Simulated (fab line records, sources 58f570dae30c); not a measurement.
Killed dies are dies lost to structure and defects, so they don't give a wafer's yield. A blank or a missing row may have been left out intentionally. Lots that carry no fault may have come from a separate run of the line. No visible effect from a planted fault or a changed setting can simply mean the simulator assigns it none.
2 desks looking at one fault ; flow berkeley cmos170 ; only its own numbers are on each desk; what lay behind them is given at the end

THE TOOL OWNER'S DESK: pvd sputter-02
The tool's own readings at UCB170_M3_SPUTTER_01 (material Al, target thk 900 nm, time 120 s): means of the sampled wafers that have a number, for each lot that ran on this tool. Any lot whose mean is over 4 standard deviations away from the usual mean is out of limits and marked OUT; that distance is given in the brackets.
Columns: A = throttle valve pct at UCB170_M3_SPUTTER_01, usual 29.9 %
lot;first seen here;A
L320;day 8 06:16;30.0
L322;day 9 08:06;29.9
L323;day 9 19:07;29.7
L325;day 10 04:22;30.3
Result from this desk: across the 4 lots, nothing is out of limits.

THE METROLOGY DESK
What the gauges read for every lot (on any tool): the sampled wafers with a number, averaged. Any lot whose mean is over 4 standard deviations away from the usual mean is out of limits and marked OUT; that distance is given in the brackets.
Columns: A = cd nm at UCB170_M1_CD_MEAS_09, usual 699.8 nm; B = M2_OVL at UCB170_M2_OVL_MEAS_16, usual 2 nm; C = M3_AL_RS at UCB170_M3_RS_MEAS_02, usual 0.0323 ohm/sq; D = M3_AL_THK at UCB170_M3_THK_MEAS_03, usual 896 nm; E = M3_BOW at UCB170_M3_BOW_MEAS_20, usual 34 um
lot;first seen here;A;B;C;D;E
L318;day 7 14:29;700.2;-2;0.0320;912;34
L320;day 7 16:22;698.0;6;0.0320;902;43
L321;day 8 06:30;698.4;-2;0.0330;874;27
L322;day 8 19:46;696.1;1;0.0363 (+11) OUT;844;38
L323;day 8 22:29;698.6;4;0.0323;901;31
L325;day 9 13:57;699.0;2;0.0361 (+10) OUT;850;32
L326;day 9 14:10;700.9;6;0.0323;899;28
L327;day 10 05:02;700.9;-2;0.0316;910;31
L332;day 10 14:48;699.0;-1;0.0327;880;26
L335;day 10 19:16;696.7;-3;0.0320;900;35
L337;day 11 11:42;701.6;0;0.0326;880;28
L336;day 11 12:30;700.1;1;0.0327;878;32
L338;day 11 20:20;699.0;-1;0.0324;880;34
L341;day 11 22:14;700.6;-8;0.0324;897;28
This desk finds L322, L325 out of limits, with the earliest case on L322 at day 9 08:11 (M3_AL_RS at UCB170_M3_RS_MEAS_02). L318, L320, L321, L323, L326, L327, L332, L335, L337, L336, L338, L341: within limits.

BROUGHT TOGETHER
At day 9 08:11 the metrology desk could have sounded an alarm, on L322, L325.
Nothing out of limits was seen by the tool owner's desk.
Tool owner's desk: L322, L325 on record, inside its limits.
Of the lots named, all ran UCB170_M3_SPUTTER_01 on pvd sputter-02.

WHAT THE SIMULATOR HAD INSERTED
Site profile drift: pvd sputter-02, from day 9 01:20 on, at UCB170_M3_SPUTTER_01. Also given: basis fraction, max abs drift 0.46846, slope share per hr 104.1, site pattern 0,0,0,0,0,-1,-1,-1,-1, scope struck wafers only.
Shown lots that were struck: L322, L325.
Hours from the fault's start to each desk's first reading out of limits: the metrology desk, 7.
